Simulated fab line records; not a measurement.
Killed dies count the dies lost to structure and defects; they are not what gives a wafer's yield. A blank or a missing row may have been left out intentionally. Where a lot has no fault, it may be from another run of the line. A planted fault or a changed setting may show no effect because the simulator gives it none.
fab line records / flow ritCmos
record: lots: 5 wafers: 13 lastDay: 6
route steps=202 shown SILICIDE@161 CONTACT@168 M1@202
lots that met no fault: from a run of the same line without faults
startH: the number of hours between the record's first day and the start of the first shown wafer of the lot / waitH: time in hours since the lot's previous step / " same as the row above / L1.1+2: one row covering several wafers at once / - value missing, or start not given / * or withheld: withheld / < > ~ a bound
route shown NAME@n: NAME is a module with steps in the file, n the number in the route of the first one / usual: average and standard deviation across the fault-free wafers / same: alike in all rows / chamber/n: place in a boat / sites: per-site readings / _std_site: their standard deviation / _edge_site: mean of outer sites minus mean of inner sites / radiusMm: how far each site lies from the wafer's centre / mask NAME#n: copy n / behind: tool/chamber where the wafer was last shaped / hold: reason for holding the lot/hours on hold/outcome of the hold / device: the n, p or np transistor that did not switch / end of line: the same wafers' tests at the end of the route / for a step that has no rows: nothing shown but its recipe / killed: dies lost to structure and defects at the first sort, not the wafer's yield / map: per-die view of a wafer (x killed, . not killed, _ where there is no die)
set.NAME: the setting as run; set.NAME@STEP: as run at that earlier step / model.NAME: the simulator's own value behind a step, which no gauge read
lots at some steps of the route; a table a step, a row a wafer
services: a tool's chamber out of use, with start hour (startH, from the record's first day; less than 0 if before it), hours out, and reason
== steps ==
step: RIT_SILICIDE_WET_ETCH_00
recipe: chemistry: BOE target: SiO2 targetDepthNm: 14 timeS: 15 dry: n2Spin dilution: 10:1 tempC: 21.5
step: RIT_SILICIDE_SPUTTER_01
recipe: material: Ti targetThkNm: 30 powerW: 350 chamberPressurePa: 0.667 gas: Ar timeS: 240 substrateTempC: 25
usual: chamberPressurePa: 0.6669/0.0013 throttleValvePct: 30.4/0.7
lot.wafer=L692.3 tool=pvdSputter-01 chamber=- startH=60.19 waitH=0.0 chamberPressurePa=0.6679 throttleValvePct=30.6
lot.wafer=L692.4 tool=pvdSputter-01 chamber=- startH=60.19 waitH=0.0 chamberPressurePa=0.6655 throttleValvePct=29.3
lot.wafer=L692.5 tool=pvdSputter-01 chamber=- startH=60.19 waitH=0.0 chamberPressurePa=0.6659 throttleValvePct=29.7
lot.wafer=L700.6 tool=pvdSputter-04 chamber=- startH=97.58 waitH=0.1 chamberPressurePa=0.6676 throttleValvePct=30.7
lot.wafer=L703.1 tool=pvdSputter-03 chamber=- startH=117.00 waitH=0.0 chamberPressurePa=0.6634 throttleValvePct=30.4
lot.wafer=L703.4 tool=pvdSputter-03 chamber=- startH=117.00 waitH=0.0 chamberPressurePa=0.6646 throttleValvePct=29.4
lot.wafer=L703.6 tool=pvdSputter-03 chamber=- startH=117.00 waitH=0.0 chamberPressurePa=0.6670 throttleValvePct=30.2
lot.wafer=L704.1 tool=pvdSputter-01 chamber=- startH=119.66 waitH=0.0 chamberPressurePa=0.6692 throttleValvePct=29.7
lot.wafer=L704.4 tool=pvdSputter-01 chamber=- startH=119.66 waitH=0.0 chamberPressurePa=0.6701 throttleValvePct=30.6
lot.wafer=L704.6 tool=pvdSputter-01 chamber=- startH=119.66 waitH=0.0 chamberPressurePa=0.6674 throttleValvePct=29.8
lot.wafer=L710.1 tool=pvdSputter-03 chamber=- startH=145.96 waitH=0.0 chamberPressurePa=0.6639 throttleValvePct=29.8
lot.wafer=L710.2 tool=pvdSputter-03 chamber=- startH=145.96 waitH=0.0 chamberPressurePa=0.6667 throttleValvePct=30.9
lot.wafer=L710.3 tool=pvdSputter-03 chamber=- startH=145.96 waitH=0.0 chamberPressurePa=0.6678 throttleValvePct=29.7
step: RIT_SILICIDE_RS_MEAS_02
recipe: thkMeasGauge: four-point-probe reads: Ti_of_SILICIDE_SPUTTER_01
usual: SILICIDE_TI_RS: 48.2/0.69
lot.wafer=L692.3 tool=filmMetro-01 chamber=- startH=60.38 waitH=0.1 SILICIDE_TI_RS[ohm/sq]=48.5
lot.wafer=L692.4 tool=filmMetro-01 chamber=- startH=60.38 waitH=0.1 SILICIDE_TI_RS[ohm/sq]=48.0
lot.wafer=L692.5 tool=filmMetro-01 chamber=- startH=60.38 waitH=0.1 SILICIDE_TI_RS[ohm/sq]=47.3
lot.wafer=L700.6 tool=filmMetro-02 chamber=- startH=97.75 waitH=0.1 SILICIDE_TI_RS[ohm/sq]=46.9
lot.wafer=L703.1 tool=filmMetro-02 chamber=- startH=117.15 waitH=0.1 SILICIDE_TI_RS[ohm/sq]=48.3
lot.wafer=L703.4 tool=filmMetro-02 chamber=- startH=117.15 waitH=0.1 SILICIDE_TI_RS[ohm/sq]=48.9
lot.wafer=L703.6 tool=filmMetro-02 chamber=- startH=117.15 waitH=0.1 SILICIDE_TI_RS[ohm/sq]=47.6
lot.wafer=L704.1 tool=filmMetro-01 chamber=- startH=119.81 waitH=0.1 SILICIDE_TI_RS[ohm/sq]=48.0
lot.wafer=L704.4 tool=filmMetro-01 chamber=- startH=119.81 waitH=0.1 SILICIDE_TI_RS[ohm/sq]=48.6
lot.wafer=L704.6 tool=filmMetro-01 chamber=- startH=119.81 waitH=0.1 SILICIDE_TI_RS[ohm/sq]=47.8
lot.wafer=L710.1 tool=filmMetro-01 chamber=- startH=146.11 waitH=0.1 SILICIDE_TI_RS[ohm/sq]=47.0
lot.wafer=L710.2 tool=filmMetro-01 chamber=- startH=146.11 waitH=0.1 SILICIDE_TI_RS[ohm/sq]=47.8
lot.wafer=L710.3 tool=filmMetro-01 chamber=- startH=146.11 waitH=0.1 SILICIDE_TI_RS[ohm/sq]=47.8
step: RIT_SILICIDE_THK_MEAS_03
recipe: thkMeasGauge: xrf reads: Ti_of_SILICIDE_SPUTTER_01
usual: SILICIDE_TI_THK: 29.5/0.39
lot.wafer=L692.3 tool=filmMetro-01 chamber=- startH=60.48 waitH=0.1 SILICIDE_TI_THK[nm]=29.3
lot.wafer=L692.4 tool=filmMetro-01 chamber=- startH=60.48 waitH=0.1 SILICIDE_TI_THK[nm]=29.5
lot.wafer=L692.5 tool=filmMetro-01 chamber=- startH=60.48 waitH=0.1 SILICIDE_TI_THK[nm]=29.9
lot.wafer=L700.6 tool=filmMetro-02 chamber=- startH=97.82 waitH=0.1 SILICIDE_TI_THK[nm]=30.0
lot.wafer=L703.1 tool=filmMetro-02 chamber=- startH=117.27 waitH=0.1 SILICIDE_TI_THK[nm]=29.5
lot.wafer=L703.4 tool=filmMetro-02 chamber=- startH=117.27 waitH=0.1 SILICIDE_TI_THK[nm]=29.0
lot.wafer=L703.6 tool=filmMetro-02 chamber=- startH=117.27 waitH=0.1 SILICIDE_TI_THK[nm]=29.6
lot.wafer=L704.1 tool=filmMetro-01 chamber=- startH=119.93 waitH=0.1 SILICIDE_TI_THK[nm]=29.4
lot.wafer=L704.4 tool=filmMetro-01 chamber=- startH=119.93 waitH=0.1 SILICIDE_TI_THK[nm]=29.1
lot.wafer=L704.6 tool=filmMetro-01 chamber=- startH=119.93 waitH=0.1 SILICIDE_TI_THK[nm]=29.5
lot.wafer=L710.1 tool=filmMetro-01 chamber=- startH=146.23 waitH=0.1 SILICIDE_TI_THK[nm]=30.1
lot.wafer=L710.2 tool=filmMetro-01 chamber=- startH=146.23 waitH=0.1 SILICIDE_TI_THK[nm]=29.8
lot.wafer=L710.3 tool=filmMetro-01 chamber=- startH=146.23 waitH=0.1 SILICIDE_TI_THK[nm]=29.7
step: RIT_SILICIDE_RTA_04
recipe: tempC: 650 timeS: 10 idleTempC: 25 rampUpS: 5 rampDownS: 5 coolToC: 25 ambient: N2
usual: wafer_temp_C_max: 653.2/0.67
lot.wafer=L692.3 tool=rtpAnneal-02 chamber=0 startH=60.54 waitH=0.1 wafer_temp_C_max=653.4
lot.wafer=L692.4 tool=rtpAnneal-02 chamber=0 startH=60.54 waitH=0.1 wafer_temp_C_max=653.8
lot.wafer=L692.5 tool=rtpAnneal-02 chamber=0 startH=60.54 waitH=0.1 wafer_temp_C_max=653.0
lot.wafer=L700.6 tool=rtpAnneal-02 chamber=0 startH=97.89 waitH=0.1 wafer_temp_C_max=653.2
lot.wafer=L703.1 tool=rtpAnneal-01 chamber=0 startH=117.33 waitH=0.1 wafer_temp_C_max=653.5
lot.wafer=L703.4 tool=rtpAnneal-01 chamber=0 startH=117.33 waitH=0.1 wafer_temp_C_max=652.7
lot.wafer=L703.6 tool=rtpAnneal-01 chamber=0 startH=117.33 waitH=0.1 wafer_temp_C_max=652.8
lot.wafer=L704.1 tool=rtpAnneal-02 chamber=0 startH=119.99 waitH=0.1 wafer_temp_C_max=654.0
lot.wafer=L704.4 tool=rtpAnneal-02 chamber=0 startH=119.99 waitH=0.1 wafer_temp_C_max=654.0
lot.wafer=L704.6 tool=rtpAnneal-02 chamber=0 startH=119.99 waitH=0.1 wafer_temp_C_max=653.7
lot.wafer=L710.1 tool=rtpAnneal-02 chamber=0 startH=146.29 waitH=0.1 wafer_temp_C_max=653.8
lot.wafer=L710.2 tool=rtpAnneal-02 chamber=0 startH=146.29 waitH=0.1 wafer_temp_C_max=654.5
lot.wafer=L710.3 tool=rtpAnneal-02 chamber=0 startH=146.29 waitH=0.1 wafer_temp_C_max=653.4
step: RIT_SILICIDE_WET_ETCH_05
recipe: chemistry: SPM target: Ti tempC: 90 timeS: 120 dry: n2Spin
step: RIT_SILICIDE_RTA_06
recipe: tempC: 750 timeS: 10 idleTempC: 25 rampUpS: 5 rampDownS: 10 coolToC: 25 ambient: N2
usual: wafer_temp_C_max: 753.9/0.81
lot.wafer=L692.3 tool=rtpAnneal-01 chamber=0 startH=60.65 waitH=0.0 wafer_temp_C_max=753.1
lot.wafer=L692.4 tool=rtpAnneal-01 chamber=0 startH=60.65 waitH=0.0 wafer_temp_C_max=753.6
lot.wafer=L692.5 tool=rtpAnneal-01 chamber=0 startH=60.65 waitH=0.0 wafer_temp_C_max=753.4
lot.wafer=L700.6 tool=rtpAnneal-01 chamber=0 startH=98.00 waitH=0.1 wafer_temp_C_max=753.8
lot.wafer=L703.1 tool=rtpAnneal-02 chamber=0 startH=117.44 waitH=0.0 wafer_temp_C_max=753.9
lot.wafer=L703.4 tool=rtpAnneal-02 chamber=0 startH=117.44 waitH=0.0 wafer_temp_C_max=753.4
lot.wafer=L703.6 tool=rtpAnneal-02 chamber=0 startH=117.44 waitH=0.0 wafer_temp_C_max=755.7
lot.wafer=L704.1 tool=rtpAnneal-01 chamber=0 startH=120.09 waitH=0.0 wafer_temp_C_max=754.0
lot.wafer=L704.4 tool=rtpAnneal-01 chamber=0 startH=120.09 waitH=0.0 wafer_temp_C_max=754.3
lot.wafer=L704.6 tool=rtpAnneal-01 chamber=0 startH=120.09 waitH=0.0 wafer_temp_C_max=753.8
lot.wafer=L710.1 tool=rtpAnneal-01 chamber=0 startH=146.44 waitH=0.0 wafer_temp_C_max=754.4
lot.wafer=L710.2 tool=rtpAnneal-01 chamber=0 startH=146.44 waitH=0.0 wafer_temp_C_max=752.2
lot.wafer=L710.3 tool=rtpAnneal-01 chamber=0 startH=146.44 waitH=0.0 wafer_temp_C_max=753.6
step: RIT_CONTACT_CVD_00
recipe: material: SiO2 targetThkNm: 400 precursor: TEOS tempC: 390 timeS: 61 rfW: 400
usual: heaterPowerW: 316/53
lot.wafer=L692.3 tool=pecvd-04 chamber=1 startH=60.69 waitH=0.0 heaterPowerW=293
lot.wafer=L692.4 tool=pecvd-04 chamber=1 startH=60.69 waitH=0.0 heaterPowerW=305
lot.wafer=L692.5 tool=pecvd-04 chamber=2 startH=60.69 waitH=0.0 heaterPowerW=326
lot.wafer=L700.6 tool=pecvd-01 chamber=0 startH=98.03 waitH=0.0 heaterPowerW=406
lot.wafer=L703.1 tool=pecvd-04 chamber=1 startH=117.51 waitH=0.1 heaterPowerW=291
lot.wafer=L703.4 tool=pecvd-04 chamber=2 startH=117.51 waitH=0.1 heaterPowerW=360
lot.wafer=L703.6 tool=pecvd-04 chamber=0 startH=117.51 waitH=0.1 heaterPowerW=245
lot.wafer=L704.1 tool=pecvd-02 chamber=1 startH=120.16 waitH=0.1 heaterPowerW=393
lot.wafer=L704.4 tool=pecvd-02 chamber=1 startH=120.16 waitH=0.1 heaterPowerW=296
lot.wafer=L704.6 tool=pecvd-02 chamber=2 startH=120.16 waitH=0.1 heaterPowerW=338
lot.wafer=L710.1 tool=pecvd-02 chamber=2 startH=146.51 waitH=0.1 heaterPowerW=360
lot.wafer=L710.2 tool=pecvd-02 chamber=0 startH=146.51 waitH=0.1 heaterPowerW=318
lot.wafer=L710.3 tool=pecvd-02 chamber=1 startH=146.51 waitH=0.1 heaterPowerW=383
step: RIT_CONTACT_THK_MEAS_01
recipe: reads: SiO2_of_CONTACT_CVD_00
usual: CONTACT_TEOS_THK: 400/5.5
lot.wafer=L692.3 tool=filmMetro-04 chamber=- startH=60.76 waitH=0.0 CONTACT_TEOS_THK[nm]=400
lot.wafer=L692.4 tool=filmMetro-04 chamber=- startH=60.76 waitH=0.0 CONTACT_TEOS_THK[nm]=408
lot.wafer=L692.5 tool=filmMetro-04 chamber=- startH=60.76 waitH=0.0 CONTACT_TEOS_THK[nm]=405
lot.wafer=L700.6 tool=filmMetro-03 chamber=- startH=98.11 waitH=0.1 CONTACT_TEOS_THK[nm]=407
lot.wafer=L703.1 tool=filmMetro-03 chamber=- startH=117.56 waitH=0.0 CONTACT_TEOS_THK[nm]=400
lot.wafer=L703.4 tool=filmMetro-03 chamber=- startH=117.56 waitH=0.0 CONTACT_TEOS_THK[nm]=399
lot.wafer=L703.6 tool=filmMetro-03 chamber=- startH=117.56 waitH=0.0 CONTACT_TEOS_THK[nm]=403
lot.wafer=L704.1 tool=filmMetro-03 chamber=- startH=120.21 waitH=0.0 CONTACT_TEOS_THK[nm]=390
lot.wafer=L704.4 tool=filmMetro-03 chamber=- startH=120.21 waitH=0.0 CONTACT_TEOS_THK[nm]=393
lot.wafer=L704.6 tool=filmMetro-03 chamber=- startH=120.21 waitH=0.0 CONTACT_TEOS_THK[nm]=399
lot.wafer=L710.1 tool=filmMetro-03 chamber=- startH=146.56 waitH=0.0 CONTACT_TEOS_THK[nm]=396
lot.wafer=L710.2 tool=filmMetro-03 chamber=- startH=146.56 waitH=0.0 CONTACT_TEOS_THK[nm]=395
lot.wafer=L710.3 tool=filmMetro-03 chamber=- startH=146.56 waitH=0.0 CONTACT_TEOS_THK[nm]=392
step: RIT_CONTACT_HMDS_02
recipe: primeTimeS: 60 primeTempC: 140
step: RIT_CONTACT_COAT_03
recipe: resist: NOVOLAK spinRpm: 3250 resistThkNm: 1009
step: RIT_CONTACT_SOFTBAKE_04
recipe: resist: NOVOLAK tempC: 90 timeS: 60
step: RIT_CONTACT_EXPOSE_05
recipe: maskId: M11 na: 0.6 sourceShape: conventional sigmaOuter: 0.5 targetCdNm: 1000 doseMj: 250
usual: exposureDoseMJCm2: 250.56/0.25 focusOffsetNm: 0.0/0.5
lot.wafer=L692.3 tool=ilineStepper-01 chamber=0 startH=61.29 waitH=0.1 mask=M11#0 exposureDoseMJCm2=250.90 focusOffsetNm=0.6
lot.wafer=L692.4 tool=ilineStepper-01 chamber=0 startH=61.29 waitH=0.1 mask=M11#0 exposureDoseMJCm2=250.77 focusOffsetNm=0.0
lot.wafer=L692.5 tool=ilineStepper-01 chamber=0 startH=61.29 waitH=0.1 mask=M11#0 exposureDoseMJCm2=250.53 focusOffsetNm=0.3
lot.wafer=L700.6 tool=ilineStepper-01 chamber=0 startH=98.67 waitH=0.1 mask=M11#0 exposureDoseMJCm2=249.30 focusOffsetNm=0.2
lot.wafer=L703.1 tool=ilineStepper-02 chamber=0 startH=118.27 waitH=0.2 mask=M11#0 exposureDoseMJCm2=250.41 focusOffsetNm=-0.2
lot.wafer=L703.4 tool=ilineStepper-02 chamber=0 startH=118.27 waitH=0.2 mask=M11#0 exposureDoseMJCm2=250.64 focusOffsetNm=-0.6
lot.wafer=L703.6 tool=ilineStepper-02 chamber=0 startH=118.27 waitH=0.2 mask=M11#0 exposureDoseMJCm2=250.49 focusOffsetNm=0.0
lot.wafer=L704.1 tool=ilineStepper-02 chamber=0 startH=120.72 waitH=0.1 mask=M11#0 exposureDoseMJCm2=250.53 focusOffsetNm=-0.3
lot.wafer=L704.4 tool=ilineStepper-02 chamber=0 startH=120.72 waitH=0.1 mask=M11#0 exposureDoseMJCm2=250.45 focusOffsetNm=-0.2
lot.wafer=L704.6 tool=ilineStepper-02 chamber=0 startH=120.72 waitH=0.1 mask=M11#0 exposureDoseMJCm2=251.04 focusOffsetNm=0.8
lot.wafer=L710.1 tool=ilineStepper-02 chamber=0 startH=147.07 waitH=0.1 mask=M11#0 exposureDoseMJCm2=250.56 focusOffsetNm=0.0
lot.wafer=L710.2 tool=ilineStepper-02 chamber=0 startH=147.07 waitH=0.1 mask=M11#0 exposureDoseMJCm2=250.51 focusOffsetNm=0.1
lot.wafer=L710.3 tool=ilineStepper-02 chamber=0 startH=147.07 waitH=0.1 mask=M11#0 exposureDoseMJCm2=250.77 focusOffsetNm=0.1
step: RIT_CONTACT_PEB_06
recipe: resist: NOVOLAK tempC: withheld timeS: withheld
step: RIT_M1_PROBE_99
usual: killedAtFrontEnd: 7/3.3 killedDies: 7/3.3 killedOpen: 3.3/1.9 killedShort: 3.6/2.1
same: grossDies: 264 killed_at_M0_to_M3: 0 killed_at_M4_up: 0 killedAtBackSide: 0 killedAtContacts: 0 killedAtOther: 0
lot.wafer=L692.3 tool=prober-02 chamber=- startH=67.34 waitH=0.2 killedAtFrontEnd=8 killedDies=8 killedOpen=6 killedShort=2
lot.wafer=L692.4 tool=prober-02 chamber=- startH=67.39 waitH=0.2 killedAtFrontEnd=10 killedDies=10 killedOpen=4 killedShort=6
lot.wafer=L692.5 tool=prober-02 chamber=- startH=67.44 waitH=0.2 killedAtFrontEnd=12 killedDies=12 killedOpen=5 killedShort=6
lot.wafer=L700.6 tool=prober-02 chamber=- startH=104.66 waitH=0.2 killedAtFrontEnd=4 killedDies=4 killedOpen=2 killedShort=2
lot.wafer=L703.1 tool=prober-01 chamber=- startH=124.04 waitH=0.1 killedAtFrontEnd=9 killedDies=9 killedOpen=5 killedShort=4
lot.wafer=L703.4 tool=prober-01 chamber=- startH=124.19 waitH=0.2 killedAtFrontEnd=11 killedDies=11 killedOpen=5 killedShort=6
lot.wafer=L703.6 tool=prober-01 chamber=- startH=124.29 waitH=0.2 killedAtFrontEnd=4 killedDies=4 killedOpen=3 killedShort=1
lot.wafer=L704.1 tool=prober-02 chamber=- startH=126.52 waitH=0.1 killedAtFrontEnd=10 killedDies=10 killedOpen=6 killedShort=4
lot.wafer=L704.4 tool=prober-02 chamber=- startH=126.67 waitH=0.2 killedAtFrontEnd=9 killedDies=9 killedOpen=3 killedShort=6
lot.wafer=L704.6 tool=prober-02 chamber=- startH=126.77 waitH=0.2 killedAtFrontEnd=8 killedDies=8 killedOpen=4 killedShort=4
lot.wafer=L710.1 tool=prober-02 chamber=- startH=152.75 waitH=0.1 killedAtFrontEnd=8 killedDies=8 killedOpen=3 killedShort=5
lot.wafer=L710.2 tool=prober-02 chamber=- startH=152.80 waitH=0.1 killedAtFrontEnd=4 killedDies=4 killedOpen=1 killedShort=3
lot.wafer=L710.3 tool=prober-02 chamber=- startH=152.85 waitH=0.2 killedAtFrontEnd=7 killedDies=7 killedOpen=4 killedShort=3
killed by level:class
L692.3 FOX1:geometricParticle:open=3 REOX:geometricParticle:open=2 FOX1:geometricParticle:short=1 GATE:geometricParticle:open=1 SILICIDE:geometricParticle:short=1
L692.4 GATE:geometricParticle:open=4 SILICIDE:geometricParticle:short=2 ACTIVE:geometricParticle:short=1 FOX1:geometricParticle:short=1 FOX2:geometricParticle:short=1 GATE:geometricParticle:short=1
L692.5 GATE:geometricParticle:open=3 GATE:geometricParticle:short=2 REOX:geometricParticle:short=2 SPACER:geometricParticle:short=2 REOX:geometricParticle:open=1 SILICIDE:geometricParticle:open=1 PSD:coatMicrobubblePrinted=1
L700.6 GATE:geometricParticle:short=2 FOX1:geometricParticle:open=1 GATE:geometricParticle:open=1
L703.1 FOX2:geometricParticle:open=2 GATE:geometricParticle:short=2 GATE:geometricParticle:open=2 SPACER:geometricParticle:short=2 SPACER:geometricParticle:open=1
L703.4 FOX1:geometricParticle:open=2 GATE:geometricParticle:short=2 SILICIDE:geometricParticle:short=2 FOX1:geometricParticle:short=1 FOX2:geometricParticle:short=1 FOX2:geometricParticle:open=1 GATE:geometricParticle:open=1 REOX:geometricParticle:open=1
L703.6 FOX1:geometricParticle:open=2 FOX1:geometricParticle:short=1 SPACER:geometricParticle:open=1
L704.1 GATE:geometricParticle:open=3 GATE:geometricParticle:short=3 FOX1:geometricParticle:open=2 FOX1:geometricParticle:short=1 SILICIDE:geometricParticle:open=1
L704.4 FOX1:geometricParticle:short=3 FOX1:geometricParticle:open=2 FOX2:geometricParticle:short=1 GATE:geometricParticle:short=1 SPACER:geometricParticle:short=1 SILICIDE:geometricParticle:open=1
L704.6 GATE:geometricParticle:open=3 REOX:geometricParticle:short=3 REOX:geometricParticle:open=1 SILICIDE:geometricParticle:short=1
L710.1 GATE:geometricParticle:short=4 GATE:geometricParticle:open=2 REOX:geometricParticle:short=1 SPACER:geometricParticle:open=1
L710.2 GATE:geometricParticle:short=3 GATE:geometricParticle:open=1
L710.3 GATE:geometricParticle:open=2 REOX:geometricParticle:short=2 GATE:geometricParticle:short=1 REOX:geometricParticle:open=1 SPACER:geometricParticle:open=1
== services ==
tool=ilineStepper-02 chamber=- startH=46.59 hours=15.0 kind=repair
tool=ilineStepper-02 chamber=- startH=61.61 hours=1.7 kind=pm
tool=rtpAnneal-01 chamber=- startH=68.49 hours=3.4 kind=pm
tool=pecvd-01 chamber=0 startH=73.49 hours=4.4 kind=repair
tool=pvdSputter-03 chamber=- startH=102.80 hours=12.0 kind=repair
tool=pecvd-02 chamber=- startH=103.98 hours=14.6 kind=pm
tool=ilineStepper-01 chamber=- startH=130.23 hours=28.9 kind=pm
tool=pvdSputter-01 chamber=- startH=138.47 hours=10.1 kind=repair
tool=pecvd-01 chamber=- startH=142.63 hours=0.5 kind=repair
== key ==
firstSign: step: RIT_CONTACT_EXPOSE_05 reading: exposureDoseMJCm2 direction: down sigmas: 5 usual: 250.56 struck: 249.30
effect none on later readings
metAt RIT_CONTACT_EXPOSE_05
struckWafers L700.6
testerLeftOut L700
loopTrim: step: RIT_CONTACT_EXPOSE_05 setting: dose lots: L700
onsetBetween 61.29 98.67
fault: kind: processParameterDrift tool: ilineStepper-01 chamber: - onsetH: 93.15 steps: RIT_CONTACT_EXPOSE_05 channel: focusNm offset: 335.77 spreadByWafer: 0.3 shape: step endH: 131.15
testerLeftOut: of these lots the tester's yield and bins aren't shown, on N5 and GAA mostly nor the transistor test; their killed dies are dies lost to structure and defects alone, not to doping, threshold or leakage, so they don't give the yield
loopTrim: a control loop set the setting to another value than it would have without faults
